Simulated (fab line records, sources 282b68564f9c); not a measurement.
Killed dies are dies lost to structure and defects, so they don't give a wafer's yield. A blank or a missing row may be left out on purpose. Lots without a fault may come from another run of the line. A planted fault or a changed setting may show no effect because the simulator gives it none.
Split-lot experiment | flow rit_cmos | 5 lots, 23 wafers read, on a route of 202 steps

THE SPLIT
At RIT_PLDD_IMPLANT_08, the setting energy_kev was moved away from the recipe's 20 on 9 of the 23 wafers read, by -2.1% to +4.0%. The other wafers ran this setting at the recipe's value.

FROM THE SPLIT TO THE READING: what the file shows between them, 10 steps
- RIT_SPACER_CVD_03: deposits Si3N4 from SiH2Cl2/NH3, target thk 250 nm, time 3300 s (also split here: sih2cl2_flow_sccm)
- RIT_NSD_HARDBAKE_07: time 60 s (also split here: temp_c)
- RIT_NSD_IMPLANT_08 (also split here: energy_kev)
- RIT_NSD_STRIP_09: strips in O2, time 180 s
- RIT_NSD_TW_MEAS_10
- RIT_PSD_IMPLANT_08 (also split here: energy_kev)
- RIT_PSD_STRIP_09: strips in O2, time 180 s
- RIT_SDANNEAL_CLEAN_02: cleans in SC2, time 600 s
- RIT_SDANNEAL_RTA_03: time 5 s
- RIT_SDANNEAL_RS_MEAS_04: measures by four-point-probe

THE READING
PLDD_RS, in ohm/sq, at RIT_SDANNEAL_RS_MEAS_06 (measures by four-point-probe). Fault-free wafers of this fab line usually give 178.5 ohm/sq, standard deviation 0.37 ohm/sq.

wafer  | tool, chamber at the split | energy_kev as run | against the recipe | PLDD_RS, ohm/sq | against lot-mates on the recipe
L078.1 | implanter-02, 0            | 20                | recipe             | 179.0           | -
L078.2 | implanter-02, 0            | 20                | recipe             | 179.0           | -
L078.5 | implanter-02, 0            | 20                | recipe             | 178.3           | -
L079.1 | implanter-04, 0            | 20                | recipe             | 178.6           | -
L079.2 | implanter-04, 0            | 20                | recipe             | 179.0           | -
L079.3 | implanter-04, 0            | 20                | recipe             | 178.8           | -
L079.4 | implanter-04, 0            | 20                | recipe             | 178.4           | -
L079.5 | implanter-04, 0            | 20                | recipe             | 178.6           | -
L081.1 | implanter-04, 0            | 20                | recipe             | 177.8           | -
L081.2 | implanter-04, 0            | 20.8              | +4.0%              | 176.0           | -2.2
L081.3 | implanter-04, 0            | 20                | recipe             | 178.7           | -
L081.5 | implanter-04, 0            | 20.8              | +4.0%              | 176.2           | -2.1
L081.6 | implanter-04, 0            | 20.8              | +4.0%              | 175.9           | -2.3
L082.1 | implanter-01, 0            | 19.62             | -1.9%              | 179.9           | +1.5
L082.3 | implanter-01, 0            | 19.62             | -1.9%              | 180.3           | +1.9
L082.4 | implanter-01, 0            | 20                | recipe             | 178.7           | -
L082.5 | implanter-01, 0            | 19.62             | -1.9%              | 179.9           | +1.5
L082.6 | implanter-01, 0            | 20                | recipe             | 178.1           | -
L085.1 | implanter-01, 0            | 20                | recipe             | 178.5           | -
L085.2 | implanter-01, 0            | 20                | recipe             | 178.5           | -
L085.3 | implanter-01, 0            | 19.58             | -2.1%              | 180.5           | +2.0
L085.4 | implanter-01, 0            | 19.58             | -2.1%              | 179.8           | +1.3
L085.6 | implanter-01, 0            | 19.58             | -2.1%              | 180.1           | +1.6

THE FIT
A straight line over all 23 wafers: PLDD_RS changes by -0.675 ohm/sq for each +1% of energy_kev; r = -0.97; the points scatter about the line by 0.32 ohm/sq.
The same after taking each lot's own level away (the mean of its wafers on the recipe; 23 wafers): -0.641 ohm/sq for each +1%; r = -0.96; scatter 0.32 ohm/sq.
On that fit, the largest move of energy_kev shifts the reading by 2.6 ohm/sq.
The lots' own levels span 178.25 to 178.77 ohm/sq, that is 1.4 times the standard deviation above.
So the lot-to-lot level changes the slope little: the two slopes agree.
Check: with one of the wafers moved furthest among these (+4.0%) left out of the fit, the line predicts -2.49 ohm/sq for it against its lot-mates. It came out at -2.25 ohm/sq against them.

OTHER SPLITS ON THESE WAFERS
These wafers also went through other splits before the reading. Each is held against what the fit with the lots' levels taken away leaves over:
other split on the same wafers      | wafers away from the commonest value | r with PLDD_RS (lot level and that fit taken away)
RIT_GATE_DEVELOP_15 develop_time_s  | 8                                    | -0.11
RIT_SPACER_CVD_03 sih2cl2_flow_sccm | 15                                   | +0.11
RIT_NSD_HARDBAKE_07 temp_c          | 9                                    | +0.01
RIT_NSD_IMPLANT_08 energy_kev       | 8                                    | -0.10
RIT_PSD_IMPLANT_08 energy_kev       | 8                                    | -0.01

THE WHOLE CHAIN: every reading that the file lists as answering this split, in the file's order
step                    | what it does                 | reading                                                         | change (the file's fit)                | r (the file's)
RIT_PLDD_IMPLANT_08     |                              | implant.rp_nm (the simulator's own value, which no gauge read)  | +0.139 nm for each +1% of the setting  | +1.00
RIT_PLDD_IMPLANT_08     |                              | implant.drp_nm (the simulator's own value, which no gauge read) | +0.0683 nm for each +1% of the setting | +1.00
RIT_SDANNEAL_RS_MEAS_06 | measures by four-point-probe | PLDD_RS                                                         | -0.638 for each +1% of the setting     | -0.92

THE FILE'S OWN FIT
PLDD_RS changes by -0.638 ohm/sq for each +1% of energy_kev, r = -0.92.
